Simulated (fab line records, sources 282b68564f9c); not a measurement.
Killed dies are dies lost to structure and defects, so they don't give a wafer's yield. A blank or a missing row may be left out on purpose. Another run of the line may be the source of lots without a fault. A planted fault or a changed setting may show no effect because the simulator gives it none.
fab line records + flow ritCmos
record
- lots=7
- wafers=21
- lastDay=7
route steps=202 shown NRETRO@55 PRETRO@64
lots untouched by any fault: they come from a run of this same line in which no faults occurred
startH: hours from the record's opening day to when the first of the lot's shown wafers began + waitH: hours from the lot's prior step to this one + " unchanged from the row above + L1.1+2: several wafers, shown together as one row + - no value, or no start given + * or withheld: withheld + < > ~ a bound
route shown NAME@n: a module of which the file shows steps, and the number in the route of the first + usual: average and standard deviation across the fault-free wafers + same: alike in all rows + chamber/n: place in a boat + sites: readings site by site + _std_site: their standard deviation + _edge_site: outer sites' mean less inner sites' + radiusMm: how far each site lies from the wafer's centre + mask NAME#n: copy n + behind: the last tool/chamber to shape the wafer + hold: cause of the lot's hold/its duration in hours/its outcome + device: the transistor (n, p or np) that didn't switch + end of line: the same wafers' tests at the end of the route + where a step has no rows: the recipe by itself + killed: dies that structure and defects cost at the first sort, which is not the same as the wafer's yield + map: per-die view of a wafer (x killed, . not killed, _ where there is no die)
set.NAME: the setting that was run; set.NAME@STEP: the one run at that earlier step + model.NAME: the simulator's own value behind a step, which no gauge read
certain route steps with their lots: each step a table, each wafer a row
services: a tool's chamber out of use, with start hour (startH, from the record's first day; less than 0 if before it), hours out, and reason
## steps
# step RIT_NRETRO_SOFTBAKE_02
# recipe
- resist=NOVOLAK
- tempC=90
- timeS=60
# step RIT_NRETRO_EXPOSE_03
# recipe
- maskId=M4
- na=0.57
- targetCdNm=43900
- doseMj=250
# step RIT_NRETRO_PEB_04
# recipe
- resist=NOVOLAK
- tempC=withheld
- timeS=withheld
# step RIT_NRETRO_DEVELOP_05
# recipe
- resist=NOVOLAK
- developTimeS=68
- devTempC=23
# step RIT_NRETRO_OVL_MEAS_06
# usual
- NRETRO_OVL=0.3/1.5
| lot.wafer | tool       | chamber | startH | waitH | NRETRO_OVL[nm] |
|-----------|------------|---------|--------|-------|----------------|
| L320.2    | overlay-01 | -       | 42.78  | -     | 0.6            |
| L320.4    | "          | -       | "      | "     | 1.6            |
| L320.6    | "          | -       | "      | "     | 1.4            |
| L327.1    | overlay-01 | -       | 74.65  | -     | -3.0           |
| L327.4    | "          | -       | "      | "     | -0.8           |
| L327.6    | "          | -       | "      | "     | -1.1           |
| L335.1    | overlay-01 | -       | 116.78 | -     | -3.0           |
| L335.3    | "          | -       | "      | "     | -0.2           |
| L335.6    | "          | -       | "      | "     | 0.2            |
| L336.3    | overlay-01 | -       | 121.52 | -     | -3.7           |
| L336.5    | "          | -       | "      | "     | -2.3           |
| L336.6    | "          | -       | "      | "     | -2.3           |
| L337.1    | overlay-02 | -       | 128.53 | -     | 0.2            |
| L337.5    | "          | -       | "      | "     | 1.0            |
| L337.6    | "          | -       | "      | "     | 2.4            |
| L340.3    | overlay-02 | -       | 140.06 | -     | 0.0            |
| L340.4    | "          | -       | "      | "     | 0.3            |
| L340.5    | "          | -       | "      | "     | -2.3           |
| L341.1    | overlay-01 | -       | 148.19 | -     | 0.2            |
| L341.5    | "          | -       | "      | "     | 0.4            |
| L341.6    | "          | -       | "      | "     | -0.8           |
# step RIT_NRETRO_HARDBAKE_07
# recipe
- resist=NOVOLAK
- tempC=140
- timeS=120
# step RIT_NRETRO_IMPLANT_08
# recipe
- species=P
- energyKev=70
- doseCm2=1e+13
- tiltDeg=7
# step RIT_NRETRO_STRIP_09
# recipe
- chemistry=O2
- timeS=180
- resist=NOVOLAK
- platenTempC=withheld
- powerW=500
- pressureMtorr=4000
- o2FlowSccm=4000
# usual
- drypumpMotorCurrentA=5.4/0.33
| lot.wafer | tool           | chamber | startH | waitH | drypumpMotorCurrentA | rfHoursCounterH |
|-----------|----------------|---------|--------|-------|----------------------|-----------------|
| L320.2    | plasmaAsher-03 | 0       | 43.21  | 0.1   | 5.1                  | 39              |
| L320.4    | "              | 0       | "      | "     | 5.1                  | -               |
| L320.6    | "              | 0       | "      | "     | 5.1                  | -               |
| L327.1    | plasmaAsher-04 | 0       | 75.23  | 0.1   | 6.1                  | 28              |
| L327.4    | "              | 1       | "      | "     | 5.3                  | -               |
| L327.6    | "              | 1       | "      | "     | 5.2                  | -               |
| L335.1    | plasmaAsher-02 | 0       | 117.22 | 0.1   | 5.6                  | 47              |
| L335.3    | "              | 0       | "      | "     | 5.6                  | -               |
| L335.6    | "              | 1       | "      | "     | 4.9                  | -               |
| L336.3    | plasmaAsher-02 | 1       | 122.01 | 0.1   | 4.9                  | -               |
| L336.5    | "              | 1       | "      | "     | 4.9                  | -               |
| L336.6    | "              | 0       | "      | "     | 5.6                  | -               |
| L337.1    | plasmaAsher-03 | 1       | 128.96 | 0.1   | 5.5                  | 49              |
| L337.5    | "              | 0       | "      | "     | 5.1                  | -               |
| L337.6    | "              | 1       | "      | "     | 5.5                  | -               |
| L340.3    | plasmaAsher-03 | 0       | 140.54 | 0.1   | 5.1                  | -               |
| L340.4    | "              | 1       | "      | "     | 5.4                  | -               |
| L340.5    | "              | 1       | "      | "     | 5.5                  | -               |
| L341.1    | plasmaAsher-04 | 0       | 148.65 | 0.1   | 6.1                  | 37              |
| L341.5    | "              | 1       | "      | "     | 5.2                  | -               |
| L341.6    | "              | 0       | "      | "     | 6.1                  | -               |
# step RIT_NRETRO_TW_MEAS_10
# usual
- NRETRO_TW=1053/6.5
| lot.wafer | tool         | chamber | startH | waitH | NRETRO_TW |
|-----------|--------------|---------|--------|-------|-----------|
| L320.2    | filmMetro-03 | -       | 43.39  | 0.1   | 1046      |
| L320.4    | "            | -       | "      | "     | 1046      |
| L320.6    | "            | -       | "      | "     | 1045      |
| L327.1    | filmMetro-04 | -       | 75.41  | 0.1   | 1065      |
| L327.4    | "            | -       | "      | "     | 1058      |
| L327.6    | "            | -       | "      | "     | 1058      |
| L335.1    | filmMetro-04 | -       | 117.39 | 0.1   | 1055      |
| L335.3    | "            | -       | "      | "     | 1054      |
| L335.6    | "            | -       | "      | "     | 1053      |
| L336.3    | filmMetro-04 | -       | 122.14 | 0.1   | 1060      |
| L336.5    | "            | -       | "      | "     | 1061      |
| L336.6    | "            | -       | "      | "     | 1051      |
| L337.1    | filmMetro-04 | -       | 129.14 | 0.1   | 1060      |
| L337.5    | "            | -       | "      | "     | 1054      |
| L337.6    | "            | -       | "      | "     | 1054      |
| L340.3    | filmMetro-04 | -       | 140.68 | 0.1   | 1055      |
| L340.4    | "            | -       | "      | "     | 1053      |
| L340.5    | "            | -       | "      | "     | 1055      |
| L341.1    | filmMetro-04 | -       | 148.83 | 0.1   | 1055      |
| L341.5    | "            | -       | "      | "     | 1057      |
| L341.6    | "            | -       | "      | "     | 1058      |
# step RIT_PRETRO_HMDS_00
# recipe
- primeTimeS=60
- primeTempC=140
# step RIT_PRETRO_COAT_01
# recipe
- resist=NOVOLAK
- spinRpm=2000
- resistThkNm=1300
# step RIT_PRETRO_SOFTBAKE_02
# recipe
- resist=NOVOLAK
- tempC=90
- timeS=60
# step RIT_PRETRO_EXPOSE_03
# recipe
- maskId=M5
- na=0.57
- targetCdNm=43700
- doseMj=250
# usual
- exposureDoseMJCm2=249.99/0.25
- focusOffsetNm=0.0/0.57
| lot.wafer | tool            | chamber | startH | waitH | mask | exposureDoseMJCm2 | focusOffsetNm |
|-----------|-----------------|---------|--------|-------|------|-------------------|---------------|
| L320.2    | ilineStepper-02 | 0       | 43.91  | 0.1   | M5#0 | 250.19            | 0.5           |
| L320.4    | "               | 0       | "      | "     | M5#0 | 249.87            | 0.4           |
| L320.6    | "               | 0       | "      | "     | M5#0 | 250.01            | 0.1           |
| L327.1    | ilineStepper-01 | 0       | 76.12  | 0.3   | M5#0 | 250.14            | -0.1          |
| L327.4    | "               | 0       | "      | "     | M5#0 | 250.34            | -0.1          |
| L327.6    | "               | 0       | "      | "     | M5#0 | 250.07            | -0.3          |
| L335.1    | ilineStepper-02 | -       | 117.90 | 0.1   | M5#0 | -                 | -             |
| L335.3    | "               | -       | "      | "     | M5#0 | -                 | -             |
| L335.6    | "               | -       | "      | "     | M5#0 | -                 | -             |
| L336.3    | ilineStepper-02 | -       | 122.67 | 0.1   | M5#0 | -                 | -             |
| L336.5    | "               | -       | "      | "     | M5#0 | -                 | -             |
| L336.6    | "               | -       | "      | "     | M5#0 | -                 | -             |
| L337.1    | ilineStepper-02 | -       | 129.65 | 0.1   | M5#0 | -                 | -             |
| L337.5    | "               | -       | "      | "     | M5#0 | -                 | -             |
| L337.6    | "               | -       | "      | "     | M5#0 | -                 | -             |
| L340.3    | ilineStepper-02 | 0       | 141.33 | 0.2   | M5#0 | 250.34            | -0.1          |
| L340.4    | "               | 0       | "      | "     | M5#0 | 249.96            | -0.6          |
| L340.5    | "               | 0       | "      | "     | M5#0 | 250.10            | 0.3           |
| L341.1    | ilineStepper-02 | 0       | 149.34 | 0.1   | M5#0 | 250.23            | 0.0           |
| L341.5    | "               | 0       | "      | "     | M5#0 | 250.04            | -0.3          |
| L341.6    | "               | 0       | "      | "     | M5#0 | 250.23            | -0.2          |
# step RIT_PRETRO_PEB_04
# recipe
- resist=NOVOLAK
- tempC=withheld
- timeS=withheld
## services
| tool            | chamber | startH | hours | kind        |
|-----------------|---------|--------|-------|-------------|
| ilineStepper-02 | 0       | 39.55  | -     | calibration |
| ilineStepper-02 | -       | 72.14  | 4.4   | pm          |
| plasmaAsher-02  | -       | 75.76  | 0.5   | repair      |
| ilineStepper-02 | -       | 102.30 | 0.7   | repair      |
| plasmaAsher-02  | -       | 124.14 | 9.8   | repair      |
## key
firstSign
- step=RIT_PRETRO_EXPOSE_03
- reading=toolRecord
- direction=missing
effect none on later readings
metAt RIT_PRETRO_EXPOSE_03
struckWafers L335.1,L335.3,L335.6,L336.3,L336.5,L336.6,L337.1,L337.5,L337.6
sortLeftOut L335.1,L335.3,L335.6,L336.3,L336.5,L336.6,L337.1,L337.5,L337.6
testerLeftOut L335,L336,L337
onsetBetween 43.91 117.90
fault
- kind=skippedStepWhole
- tool=ilineStepper-02
- chamber=-
- onsetH=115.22
- steps=RIT_PRETRO_EXPOSE_03
- scope=struckLotsOnly
# testerLeftOut: of these lots the tester's yield and bins aren't shown, on N5 and GAA mostly nor the transistor test; their killed dies are dies lost to structure and defects alone, not to doping, threshold or leakage, so they don't give the yield
# sortLeftOut: the simulated sort isn't trusted on such a fault, so these wafers' sort isn't shown, and their yield isn't known
